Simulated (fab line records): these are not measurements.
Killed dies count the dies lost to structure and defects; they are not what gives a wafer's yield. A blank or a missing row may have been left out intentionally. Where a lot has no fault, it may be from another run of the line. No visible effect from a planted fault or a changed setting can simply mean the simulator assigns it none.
fab line records    flow rit-cmos
[record] lots = 5  wafers = 15  last-day = 8
route steps=202 shown NWELL@36 PWELL@39 WELLDRIVE@50 NRETRO@53 PRETRO@64
lots with no fault: from the same line, run without faults
start-h: hours from the record's opening day to when the first of the lot's shown wafers began    wait-h: how many hours have passed since the lot's step before this one    " repeats the value in the row above    L1.1+2: a single row standing in for several wafers    - either no value or no given start    * or withheld: withheld    < > ~ a bound
route shown NAME@n: a module of which the file shows steps, and the number in the route of the first    usual: average and standard deviation across the fault-free wafers    same: alike in all rows    chamber/n: place in a boat    sites: each site's reading    _std_site: the values' standard deviation    _edge_site: the outer-site mean with the inner-site mean subtracted    radius-mm: how far each site lies from the wafer's centre    mask NAME#n: copy n    behind: the tool/chamber that last shaped the wafer    hold: the reason the lot was held/the length of the hold in hours/how it ended    device: which transistor (n, p or np) failed to switch    end of line: the route-end tests of the same wafers    where a step has no rows: the recipe by itself    killed: at the first sort, the dies lost to defects and structure; wafer yield is something else    map: a wafer's dies, x killed, . not, _ none there
set.NAME: the run value of the setting; set.NAME@STEP: its run value at that earlier step    model.NAME: the simulator's own value behind a step, which no gauge read
certain route steps with their lots: each step a table, each wafer a row
services: the hour from which a tool's chamber was out of use, counted from the record's first day as start-h (under 0 if before that day), plus the number of hours and why
[[steps]]
[step RIT_NWELL_IMPLANT_08]
[recipe] species = P  energy-kev = 170  dose-cm2 = 5e+13  tilt-deg = 7
[usual] beam-energy-keV = 170.00/0.054
lot.wafer  tool          chamber  start-h  wait-h  beam-energy-keV
L077.2     implanter-03  0        37.18    0.2     170.10
L077.3     "             0        "        "       169.93
L077.5     "             0        "        "       170.15
L080.2     implanter-04  0        52.71    0.2     169.94
L080.4     "             0        "        "       169.94
L080.6     "             0        "        "       170.01
L089.3     implanter-02  0        98.43    0.2     169.96
L089.5     "             0        "        "       169.96
L089.6     "             0        "        "       170.15
L091.2     implanter-04  0        107.20   0.2     170.00
L091.5     "             0        "        "       170.00
L091.6     "             0        "        "       170.05
L096.2     implanter-04  0        131.16   0.2     170.05
L096.4     "             0        "        "       170.02
L096.5     "             0        "        "       170.03
[step RIT_NWELL_STRIP_09]
[recipe] chemistry = O2  time-s = 180  resist = NOVOLAK  platen-temp-c = withheld  power-w = 500  pressure-mtorr = 4000  o2-flow-sccm = 4000
[usual] drypump-motor-current-A = 5.6/0.47  o2-flow-sccm = 3998/12
lot.wafer  tool             chamber  start-h  wait-h  drypump-motor-current-A  o2-flow-sccm  rf-hours-counter-h
L077.2     plasma-asher-04  1        37.30    0.1     5.1                      4004          41
L077.3     "                0        "        "       5.7                      4006          -
L077.5     "                0        "        "       5.7                      4009          -
L080.2     plasma-asher-02  1        52.84    0.1     5.1                      3990          43
L080.4     "                0        "        "       6.5                      4009          -
L080.6     "                1        "        "       5.1                      3985          -
L089.3     plasma-asher-04  0        98.59    0.1     5.7                      4012          -
L089.5     "                0        "        "       5.7                      4004          -
L089.6     "                1        "        "       5.1                      3995          -
L091.2     plasma-asher-03  0        107.32   0.1     6.0                      3981          46
L091.5     "                1        "        "       5.2                      3994          -
L091.6     "                0        "        "       6.0                      3988          -
L096.2     plasma-asher-04  0        131.29   0.1     5.7                      3997          1
L096.4     "                0        "        "       5.7                      3987          -
L096.5     "                1        "        "       5.1                      4000          -
[step RIT_NWELL_TW_MEAS_10]
[usual] NWELL_TW = 2148/17
lot.wafer  tool           chamber  start-h  wait-h  NWELL_TW
L077.2     film-metro-04  -        37.49    0.1     2171
L077.3     "              -        "        "       2168
L077.5     "              -        "        "       2181
L080.2     film-metro-01  -        53.02    0.1     2135
L080.4     "              -        "        "       2140
L080.6     "              -        "        "       2152
L089.3     film-metro-02  -        98.73    0.1     2137
L089.5     "              -        "        "       2134
L089.6     "              -        "        "       2154
L091.2     film-metro-01  -        107.51   0.1     2155
L091.5     "              -        "        "       2162
L091.6     "              -        "        "       2162
L096.2     film-metro-04  -        131.47   0.1     2160
L096.4     "              -        "        "       2156
L096.5     "              -        "        "       2168
[step RIT_PWELL_HMDS_00]
[recipe] prime-time-s = 60  prime-temp-c = 140
lot.wafer   tool            chamber  start-h  wait-h
L077.2+3+5  litho-track-02  0        37.56    0.1
L080.2+4+6  litho-track-01  0        53.10    0.1
L089.3+5+6  litho-track-02  0        98.82    0.1
L091.2+5+6  litho-track-02  0        107.58   0.1
L096.2+4+5  litho-track-02  0        131.55   0.1
[step RIT_PWELL_COAT_01]
[recipe] resist = NOVOLAK  spin-rpm = 2000  resist-thk-nm = 1300
lot.wafer   tool            chamber  start-h  wait-h
L077.2+3+5  litho-track-02  0        37.71    0.1
L080.2+4+6  litho-track-01  0        53.25    0.1
L089.3+5+6  litho-track-02  0        98.97    0.1
L091.2+5+6  litho-track-02  0        107.73   0.1
L096.2+4+5  litho-track-02  0        131.70   0.1
[step RIT_PWELL_SOFTBAKE_02]
[recipe] resist = NOVOLAK  temp-c = 90  time-s = 60
lot.wafer   tool            chamber  start-h  wait-h
L077.2+3+5  litho-track-02  0        37.86    0.1
L080.2+4+6  litho-track-01  0        53.40    0.1
L089.3+5+6  litho-track-02  0        99.12    0.1
L091.2+5+6  litho-track-02  0        107.88   0.1
L096.2+4+5  litho-track-02  0        131.85   0.1
[step RIT_PWELL_EXPOSE_03]
[recipe] mask-id = M3  na = 0.57  target-cd-nm = 43700  dose-mj = 250
[same] na = 0.57
lot.wafer   tool              chamber  start-h  wait-h  mask
L077.2+3+5  iline-stepper-01  0        38.13    0.2     M3#0
L080.2+4+6  iline-stepper-01  0        53.54    0.1     M3#0
L089.3+5+6  iline-stepper-01  0        99.26    0.1     M3#0
L091.2+5+6  iline-stepper-02  0        108.03   0.1     M3#0
L096.2+4+5  iline-stepper-02  0        131.99   0.1     M3#0
[step RIT_PWELL_PEB_04]
[recipe] resist = NOVOLAK  temp-c = withheld  time-s = withheld
lot.wafer   tool            chamber  start-h  wait-h
L077.2+3+5  litho-track-04  0        38.26    0.1
L080.2+4+6  litho-track-01  0        53.67    0.1
L089.3+5+6  litho-track-02  0        99.72    0.4
L091.2+5+6  litho-track-04  0        108.15   0.1
L096.2+4+5  litho-track-04  0        132.11   0.1
[step RIT_PWELL_DEVELOP_05]
[recipe] resist = NOVOLAK  develop-time-s = 68  dev-temp-c = 23
lot.wafer   tool            chamber  start-h  wait-h
L077.2+3+5  litho-track-04  0        -        -
L080.2+4+6  litho-track-01  0        -        -
L089.3+5+6  litho-track-02  0        -        -
L091.2+5+6  litho-track-04  0        -        -
L096.2+4+5  litho-track-04  0        -        -
[step RIT_PWELL_OVL_MEAS_06]
[usual] PWELL_OVL = 0.7/1.4
lot.wafer  tool        chamber  start-h  wait-h  PWELL_OVL[nm]
L077.2     overlay-01  -        38.55    -       2.2
L077.3     "           -        "        "       2.5
L077.5     "           -        "        "       0.2
L080.2     overlay-02  -        53.96    -       0.4
L080.4     "           -        "        "       0.2
L080.6     "           -        "        "       -1.4
L089.3     overlay-01  -        100.00   -       2.9
L089.5     "           -        "        "       2.8
L089.6     "           -        "        "       2.1
L091.2     overlay-01  -        108.45   -       1.3
L091.5     "           -        "        "       -0.2
L091.6     "           -        "        "       1.2
L096.2     overlay-02  -        132.41   -       2.0
L096.4     "           -        "        "       1.8
L096.5     "           -        "        "       1.9
[step RIT_PWELL_HARDBAKE_07]
[recipe] resist = NOVOLAK  temp-c = 140  time-s = 120
lot.wafer   tool            chamber  start-h  wait-h
L077.2+3+5  litho-track-02  0        38.62    0.1
L080.2+4+6  litho-track-04  0        54.03    0.1
L089.3+5+6  litho-track-01  0        100.19   0.2
L091.2+5+6  litho-track-04  0        108.52   0.1
L096.2+4+5  litho-track-04  0        132.48   0.1
[step RIT_PWELL_IMPLANT_08]
[recipe] species = B  energy-kev = 170  dose-cm2 = 7e+13  tilt-deg = 7
[usual] beam-energy-keV = 170.00/0.06
lot.wafer  tool          chamber  start-h  wait-h  beam-energy-keV
L077.2     implanter-03  0        38.86    0.2     169.99
L077.3     "             0        "        "       169.99
L077.5     "             0        "        "       170.00
L080.2     implanter-04  0        54.26    0.2     169.96
L080.4     "             0        "        "       169.97
L080.6     "             0        "        "       170.05
L089.3     implanter-01  0        100.41   0.2     169.97
L089.5     "             0        "        "       170.01
L089.6     "             0        "        "       169.96
L091.2     implanter-04  0        108.75   0.2     170.08
L091.5     "             0        "        "       169.88
L091.6     "             0        "        "       170.01
L096.2     implanter-04  0        132.71   0.2     169.97
L096.4     "             0        "        "       169.99
L096.5     "             0        "        "       169.87
[step RIT_PWELL_STRIP_09]
[recipe] chemistry = O2  time-s = 180  resist = NOVOLAK  platen-temp-c = withheld  power-w = 500  pressure-mtorr = 4000  o2-flow-sccm = 4000
[usual] drypump-motor-current-A = 5.8/0.54  o2-flow-sccm = 4001/13
lot.wafer  tool             chamber  start-h  wait-h  drypump-motor-current-A  o2-flow-sccm  rf-hours-counter-h
L077.2     plasma-asher-02  0        38.98    0.1     6.5                      4003          41
L077.3     "                1        "        "       5.1                      3990          -
L077.5     "                0        "        "       6.5                      3997          -
L080.2     plasma-asher-02  0        54.39    0.1     6.5                      4004          43
L080.4     "                0        "        "       6.6                      4008          -
L080.6     "                1        "        "       5.1                      4009          -
L089.3     plasma-asher-02  1        100.56   0.1     5.1                      4024          -
L089.5     "                1        "        "       5.1                      4026          -
L089.6     "                0        "        "       6.5                      4012          -
L091.2     plasma-asher-03  1        108.88   0.1     5.2                      3975          46
L091.5     "                1        "        "       5.2                      4005          -
L091.6     "                0        "        "       6.0                      4023          -
L096.2     plasma-asher-03  1        132.84   0.1     5.2                      4000          49
L096.4     "                1        "        "       5.2                      4003          -
L096.5     "                1        "        "       5.2                      4005          -
[step RIT_PWELL_TW_MEAS_10]
[usual] PWELL_TW = 953/9.5
lot.wafer  tool           chamber  start-h  wait-h  PWELL_TW
L077.2     film-metro-02  -        39.17    0.1     943
L077.3     "              -        "        "       936
L077.5     "              -        "        "       942
L080.2     film-metro-04  -        54.57    0.1     960
L080.4     "              -        "        "       964
L080.6     "              -        "        "       966
L089.3     film-metro-02  -        100.70   0.1     948
L089.5     "              -        "        "       948
L089.6     "              -        "        "       954
L091.2     film-metro-04  -        109.06   0.1     961
L091.5     "              -        "        "       958
L091.6     "              -        "        "       962
L096.2     film-metro-02  -        133.02   0.1     945
L096.4     "              -        "        "       950
L096.5     "              -        "        "       953
[step RIT_WELLDRIVE_ANNEAL_00]
[recipe] temp-c = 1100  time-s = 14700  ambient = N2
lot.wafer   tool        chamber  start-h  wait-h
L077.2+3+5  furnace-03  0        39.80    0.6
L080.2+4+6  furnace-04  0        56.81    2.2
L089.3+5+6  furnace-04  0        101.06   0.4
L091.2+5+6  furnace-01  0        109.69   0.6
L096.2+4+5  furnace-01  0        134.99   2.0
[step RIT_WELLDRIVE_RS_MEAS_01]
[recipe] thk-meas-gauge = four-point-probe
[usual] NWELL_RS = 275.2/0.69
lot.wafer  tool           chamber  start-h  wait-h  NWELL_RS[ohm/sq]
L077.2     film-metro-04  -        44.90    0.0     275.9
L077.3     "              -        "        "       275.3
L077.5     "              -        "        "       276.1
L080.2     film-metro-02  -        61.92    0.0     275.3
L080.4     "              -        "        "       274.5
L080.6     "              -        "        "       276.2
L089.3     film-metro-04  -        106.18   0.0     274.7
L089.5     "              -        "        "       276.4
L089.6     "              -        "        "       275.9
L091.2     film-metro-01  -        114.80   0.0     274.6
L091.5     "              -        "        "       274.3
L091.6     "              -        "        "       274.5
L096.2     film-metro-02  -        140.10   0.0     277.0
L096.4     "              -        "        "       276.3
L096.5     "              -        "        "       275.8
[step RIT_WELLDRIVE_RS_MEAS_02]
[recipe] thk-meas-gauge = four-point-probe
[usual] PWELL_RS = 429.6/1.4
lot.wafer  tool           chamber  start-h  wait-h  PWELL_RS[ohm/sq]
L077.2     film-metro-04  -        45.02    0.1     428.9
L077.3     "              -        "        "       430.3
L077.5     "              -        "        "       430.3
L080.2     film-metro-02  -        62.04    0.1     429.1
L080.4     "              -        "        "       428.3
L080.6     "              -        "        "       427.9
L089.3     film-metro-04  -        106.30   0.1     431.8
L089.5     "              -        "        "       430.1
L089.6     "              -        "        "       429.9
L091.2     film-metro-01  -        114.92   0.1     430.8
L091.5     "              -        "        "       429.4
L091.6     "              -        "        "       430.3
L096.2     film-metro-02  -        140.22   0.1     429.9
L096.4     "              -        "        "       429.3
L096.5     "              -        "        "       429.7
[step RIT_NRETRO_HMDS_00]
[recipe] prime-time-s = 60  prime-temp-c = 140
lot.wafer   tool            chamber  start-h  wait-h
L077.2+3+5  litho-track-04  0        45.15    0.1
L080.2+4+6  litho-track-03  0        62.16    0.1
L089.3+5+6  litho-track-01  0        106.43   0.1
L091.2+5+6  litho-track-04  0        115.04   0.1
L096.2+4+5  litho-track-04  0        140.51   0.3
[step RIT_NRETRO_COAT_01]
[recipe] resist = NOVOLAK  spin-rpm = 2000  resist-thk-nm = 1300
lot.wafer   tool            chamber  start-h  wait-h
L077.2+3+5  litho-track-04  0        45.30    0.1
L080.2+4+6  litho-track-03  0        62.31    0.1
L089.3+5+6  litho-track-01  0        106.58   0.1
L091.2+5+6  litho-track-04  0        115.19   0.1
L096.2+4+5  litho-track-04  0        140.66   0.1
[step RIT_NRETRO_SOFTBAKE_02]
[recipe] resist = NOVOLAK  temp-c = 90  time-s = 60
lot.wafer   tool            chamber  start-h  wait-h
L077.2+3+5  litho-track-04  0        45.45    0.1
L080.2+4+6  litho-track-03  0        62.46    0.1
L089.3+5+6  litho-track-01  0        106.73   0.1
L091.2+5+6  litho-track-04  0        115.34   0.1
L096.2+4+5  litho-track-04  0        140.81   0.1
[step RIT_NRETRO_EXPOSE_03]
[recipe] mask-id = M4  na = 0.57  target-cd-nm = 43900  dose-mj = 250
[same] na = 0.57
lot.wafer   tool              chamber  start-h  wait-h  mask
L077.2+3+5  iline-stepper-02  0        45.71    0.2     M4#0
L080.2+4+6  iline-stepper-02  0        62.73    0.2     M4#0
L089.3+5+6  iline-stepper-01  0        107.00   0.2     M4#0
L091.2+5+6  iline-stepper-02  0        115.61   0.2     M4#0
L096.2+4+5  iline-stepper-01  0        140.96   0.1     M4#0
[step RIT_NRETRO_PEB_04]
[recipe] resist = NOVOLAK  temp-c = withheld  time-s = withheld
lot.wafer   tool            chamber  start-h  wait-h
L077.2+3+5  litho-track-03  0        45.84    0.1
L080.2+4+6  litho-track-01  0        62.85    0.1
L089.3+5+6  litho-track-01  0        107.13   0.1
L091.2+5+6  litho-track-04  0        115.77   0.1
L096.2+4+5  litho-track-04  0        141.08   0.1
[step RIT_NRETRO_DEVELOP_05]
[recipe] resist = NOVOLAK  develop-time-s = 68  dev-temp-c = 23
lot.wafer   tool            chamber  start-h  wait-h
L077.2+3+5  litho-track-03  0        -        -
L080.2+4+6  litho-track-01  0        -        -
L089.3+5+6  litho-track-01  0        -        -
L091.2+5+6  litho-track-04  0        -        -
L096.2+4+5  litho-track-04  0        -        -
[step RIT_NRETRO_OVL_MEAS_06]
[usual] NRETRO_OVL = 0.1/1.3
lot.wafer  tool        chamber  start-h  wait-h  NRETRO_OVL[nm]
L077.2     overlay-01  -        46.13    -       -0.8
L077.3     "           -        "        "       0.2
L077.5     "           -        "        "       1.4
L080.2     overlay-01  -        63.15    -       -0.6
L080.4     "           -        "        "       -0.3
L080.6     "           -        "        "       -1.5
L089.3     overlay-01  -        107.40   -       -0.2
L089.5     "           -        "        "       -0.1
L089.6     "           -        "        "       1.1
L091.2     overlay-02  -        116.07   -       0.2
L091.5     "           -        "        "       0.9
L091.6     "           -        "        "       0.6
L096.2     overlay-02  -        141.37   -       1.5
L096.4     "           -        "        "       2.4
L096.5     "           -        "        "       1.4
[step RIT_NRETRO_HARDBAKE_07]
[recipe] resist = NOVOLAK  temp-c = 140  time-s = 120
lot.wafer   tool            chamber  start-h  wait-h
L077.2+3+5  litho-track-01  0        46.20    0.1
L080.2+4+6  litho-track-01  0        63.22    0.1
L089.3+5+6  litho-track-04  0        107.51   0.1
L091.2+5+6  litho-track-04  0        116.14   0.1
L096.2+4+5  litho-track-01  0        141.44   0.1
[step RIT_NRETRO_IMPLANT_08]
[recipe] species = P  energy-kev = 70  dose-cm2 = 1e+13  tilt-deg = 7
[usual] beam-energy-keV = 70.004/0.022
lot.wafer  tool          chamber  start-h  wait-h  beam-energy-keV
L077.2     implanter-02  0        46.44    0.2     69.995
L077.3     "             0        "        "       69.988
L077.5     "             0        "        "       70.033
L080.2     implanter-03  0        63.45    0.2     69.989
L080.4     "             0        "        "       69.985
L080.6     "             0        "        "       69.982
L089.3     implanter-01  0        107.73   0.2     70.031
L089.5     "             0        "        "       70.002
L089.6     "             0        "        "       70.012
L091.2     implanter-03  0        116.37   0.2     69.987
L091.5     "             0        "        "       69.981
L091.6     "             0        "        "       69.981
L096.2     implanter-02  0        141.68   0.2     70.016
L096.4     "             0        "        "       70.039
L096.5     "             0        "        "       70.009
[step RIT_NRETRO_STRIP_09]
[recipe] chemistry = O2  time-s = 180  resist = NOVOLAK  platen-temp-c = withheld  power-w = 500  pressure-mtorr = 4000  o2-flow-sccm = 4000
[usual] drypump-motor-current-A = 5.7/0.58  o2-flow-sccm = 4002/12
lot.wafer  tool             chamber  start-h  wait-h  drypump-motor-current-A  o2-flow-sccm  rf-hours-counter-h
L077.2     plasma-asher-02  0        46.56    0.1     6.5                      4022          42
L077.3     "                0        "        "       6.6                      4021          -
L077.5     "                1        "        "       5.2                      3996          -
L080.2     plasma-asher-02  0        63.58    0.1     6.5                      4021          44
L080.4     "                0        "        "       6.5                      4011          -
L080.6     "                0        "        "       6.5                      4002          -
L089.3     plasma-asher-04  1        107.88   0.1     5.1                      3987          -
L089.5     "                1        "        "       5.1                      3995          -
L089.6     "                0        "        "       5.7                      4000          -
L091.2     plasma-asher-01  1        116.50   0.1     6.1                      4002          28
L091.5     "                1        "        "       6.1                      4007          -
L091.6     "                0        "        "       5.6                      4013          -
L096.2     plasma-asher-02  1        141.80   0.1     5.1                      4008          52
L096.4     "                1        "        "       5.1                      3993          -
L096.5     "                0        "        "       6.6                      3994          -
[step RIT_NRETRO_TW_MEAS_10]
[usual] NRETRO_TW = 1052/8
lot.wafer  tool           chamber  start-h  wait-h  NRETRO_TW
L077.2     film-metro-01  -        46.75    0.1     1042
L077.3     "              -        "        "       1048
L077.5     "              -        "        "       1046
L080.2     film-metro-03  -        63.76    0.1     1048
L080.4     "              -        "        "       1041
L080.6     "              -        "        "       1046
L089.3     film-metro-04  -        108.02   0.1     1067
L089.5     "              -        "        "       1061
L089.6     "              -        "        "       1068
L091.2     film-metro-03  -        116.68   0.1     1046
L091.5     "              -        "        "       1044
L091.6     "              -        "        "       1046
L096.2     film-metro-01  -        141.99   0.1     1049
L096.4     "              -        "        "       1052
L096.5     "              -        "        "       1047
[step RIT_PRETRO_HMDS_00]
[recipe] prime-time-s = 60  prime-temp-c = 140
lot.wafer   tool            chamber  start-h  wait-h
L077.2+3+5  litho-track-02  0        46.82    0.1
L080.2+4+6  litho-track-02  0        63.84    0.1
L089.3+5+6  litho-track-02  0        108.11   0.1
L091.2+5+6  litho-track-01  0        116.76   0.1
L096.2+4+5  litho-track-01  0        142.06   0.1
[step RIT_PRETRO_COAT_01]
[recipe] resist = NOVOLAK  spin-rpm = 2000  resist-thk-nm = 1300
lot.wafer   tool            chamber  start-h  wait-h
L077.2+3+5  litho-track-02  0        46.97    0.1
L080.2+4+6  litho-track-02  0        63.99    0.1
L089.3+5+6  litho-track-02  0        108.26   0.1
L091.2+5+6  litho-track-01  0        116.91   0.1
L096.2+4+5  litho-track-01  0        142.21   0.1
[step RIT_PRETRO_SOFTBAKE_02]
[recipe] resist = NOVOLAK  temp-c = 90  time-s = 60
lot.wafer   tool            chamber  start-h  wait-h
L077.2+3+5  litho-track-02  0        47.12    0.1
L080.2+4+6  litho-track-02  0        64.14    0.1
L089.3+5+6  litho-track-02  0        108.41   0.1
L091.2+5+6  litho-track-01  0        117.06   0.1
L096.2+4+5  litho-track-01  0        142.36   0.1
[step RIT_PRETRO_EXPOSE_03]
[recipe] mask-id = M5  na = 0.57  target-cd-nm = 43700  dose-mj = 250
[same] na = 0.57
lot.wafer   tool              chamber  start-h  wait-h  mask
L077.2+3+5  iline-stepper-02  0        47.27    0.1     M5#0
L080.2+4+6  iline-stepper-01  0        64.28    0.1     M5#0
L089.3+5+6  iline-stepper-01  0        108.55   0.1     M5#0
L091.2+5+6  iline-stepper-02  0        117.35   0.3     M5#0
L096.2+4+5  iline-stepper-02  0        142.51   0.1     M5#0
[step RIT_PRETRO_PEB_04]
[recipe] resist = NOVOLAK  temp-c = withheld  time-s = withheld
lot.wafer   tool            chamber  start-h  wait-h
L077.2+3+5  litho-track-03  0        47.39    0.1
L080.2+4+6  litho-track-02  0        64.40    0.1
L089.3+5+6  litho-track-02  0        108.68   0.1
L091.2+5+6  litho-track-02  0        117.48   0.1
L096.2+4+5  litho-track-01  0        142.63   0.1
[step RIT_PRETRO_DEVELOP_05]
[recipe] resist = NOVOLAK  develop-time-s = 68  dev-temp-c = 23
lot.wafer   tool            chamber  start-h  wait-h
L077.2+3+5  litho-track-03  0        -        -
L080.2+4+6  litho-track-02  0        -        -
L089.3+5+6  litho-track-02  0        -        -
L091.2+5+6  litho-track-02  0        -        -
L096.2+4+5  litho-track-01  0        -        -
[step RIT_PRETRO_OVL_MEAS_06]
[usual] PRETRO_OVL = 0.0/1
lot.wafer  tool        chamber  start-h  wait-h  PRETRO_OVL[nm]
L077.2     overlay-02  -        47.68    -       1.3
L077.3     "           -        "        "       1.5
L077.5     "           -        "        "       1.9
L080.2     overlay-01  -        64.70    -       0.1
L080.4     "           -        "        "       0.5
L080.6     "           -        "        "       -0.4
L089.3     overlay-01  -        108.95   -       0.1
L089.5     "           -        "        "       0.4
L089.6     "           -        "        "       -0.2
L091.2     overlay-01  -        117.77   -       0.5
L091.5     "           -        "        "       0.6
L091.6     "           -        "        "       1.6
L096.2     overlay-01  -        142.92   -       -1.4
L096.4     "           -        "        "       -1.9
L096.5     "           -        "        "       -0.3
[step RIT_PRETRO_HARDBAKE_07]
[recipe] resist = NOVOLAK  temp-c = 140  time-s = 120
lot.wafer   tool            chamber  start-h  wait-h
L077.2+3+5  litho-track-03  0        47.75    0.1
L080.2+4+6  litho-track-02  0        64.77    0.1
L089.3+5+6  litho-track-02  0        109.06   0.1
L091.2+5+6  litho-track-02  0        117.84   0.1
L096.2+4+5  litho-track-01  0        143.00   0.1
[step RIT_PRETRO_IMPLANT_08]
[recipe] species = B  energy-kev = 45  dose-cm2 = 1.2e+13  tilt-deg = 7
[usual] beam-energy-keV = 44.998/0.012
lot.wafer  tool          chamber  start-h  wait-h  beam-energy-keV
L077.2     implanter-04  0        47.99    0.2     45.006
L077.3     "             0        "        "       44.988
L077.5     "             0        "        "       45.016
L080.2     implanter-01  0        65.00    0.2     45.021
L080.4     "             0        "        "       44.995
L080.6     "             0        "        "       44.994
L089.3     implanter-02  0        109.28   0.2     44.992
L089.5     "             0        "        "       44.995
L089.6     "             0        "        "       45.007
L091.2     implanter-02  0        118.08   0.2     44.992
L091.5     "             0        "        "       45.020
L091.6     "             0        "        "       44.999
L096.2     implanter-04  0        143.23   0.2     45.007
L096.4     "             0        "        "       45.015
L096.5     "             0        "        "       44.986
[step RIT_PRETRO_STRIP_09]
[recipe] chemistry = O2  time-s = 180  resist = NOVOLAK  platen-temp-c = withheld  power-w = 500  pressure-mtorr = 4000  o2-flow-sccm = 4000
[usual] drypump-motor-current-A = 5.6/0.38  o2-flow-sccm = 3999/9.9
lot.wafer  tool             chamber  start-h  wait-h  drypump-motor-current-A  o2-flow-sccm  rf-hours-counter-h
L077.2     plasma-asher-01  0        48.11    0.1     5.6                      4008          21
L077.3     "                1        "        "       6.1                      3996          -
L077.5     "                1        "        "       6.1                      3998          -
L080.2     plasma-asher-04  1        65.13    0.1     5.1                      4004          44
L080.4     "                1        "        "       5.1                      3999          -
L080.6     "                0        "        "       5.7                      4001          -
L089.3     plasma-asher-01  1        109.44   0.1     6.1                      3996          -
L089.5     "                0        "        "       5.6                      3994          -
L089.6     "                1        "        "       6.1                      3989          -
L091.2     plasma-asher-03  0        118.20   0.1     6.0                      4006          48
L091.5     "                0        "        "       6.0                      3996          -
L091.6     "                1        "        "       5.2                      4005          -
L096.2     plasma-asher-03  1        143.35   0.1     5.2                      3980          50
L096.4     "                1        "        "       5.2                      3992          -
L096.5     "                1        "        "       5.2                      3996          -
[step RIT_PRETRO_TW_MEAS_10]
[usual] PRETRO_TW = 473/3.6
lot.wafer  tool           chamber  start-h  wait-h  PRETRO_TW
L077.2     film-metro-04  -        48.30    0.1     481
L077.3     "              -        "        "       481
L077.5     "              -        "        "       481
L080.2     film-metro-03  -        65.31    0.1     469
L080.4     "              -        "        "       471
L080.6     "              -        "        "       473
L089.3     film-metro-02  -        109.57   0.1     476
L089.5     "              -        "        "       476
L089.6     "              -        "        "       473
L091.2     film-metro-03  -        118.39   0.1     473
L091.5     "              -        "        "       475
L091.6     "              -        "        "       474
L096.2     film-metro-02  -        143.54   0.1     473
L096.4     "              -        "        "       472
L096.5     "              -        "        "       472
[[services]]
tool              chamber  start-h  hours  kind
implanter-03      -        18.40    1.7    repair
iline-stepper-01  -        35.52    1.7    pm
implanter-04      -        37.98    2.9    pm
furnace-01        -        39.33    4.0    pm
furnace-04        -        42.05    3.1    pm
implanter-04      -        44.98    1.8    repair
implanter-03      -        46.58    2.2    pm
implanter-01      -        52.60    4.1    repair
furnace-01        -        56.40    2.4    pm
implanter-02      -        57.27    1.4    repair
implanter-02      -        61.55    3.8    repair
implanter-04      -        62.62    6.2    repair
furnace-03        -        71.81    4.4    pm
implanter-03      -        89.53    3.3    repair
iline-stepper-01  -        102.15   2.1    pm
implanter-01      -        103.66   2.6    repair
iline-stepper-01  -        104.23   -      consumable-replace:lamp
implanter-03      -        106.42   7.0    repair
plasma-asher-04   -        108.75   9.0    pm
implanter-02      -        110.98   1.2    repair
iline-stepper-02  -        119.40   4.4    pm
iline-stepper-01  -        123.84   5.2    repair
furnace-01        -        127.48   2.0    pm
furnace-01        -        140.08   20.8   pm
[[key]]
fault none
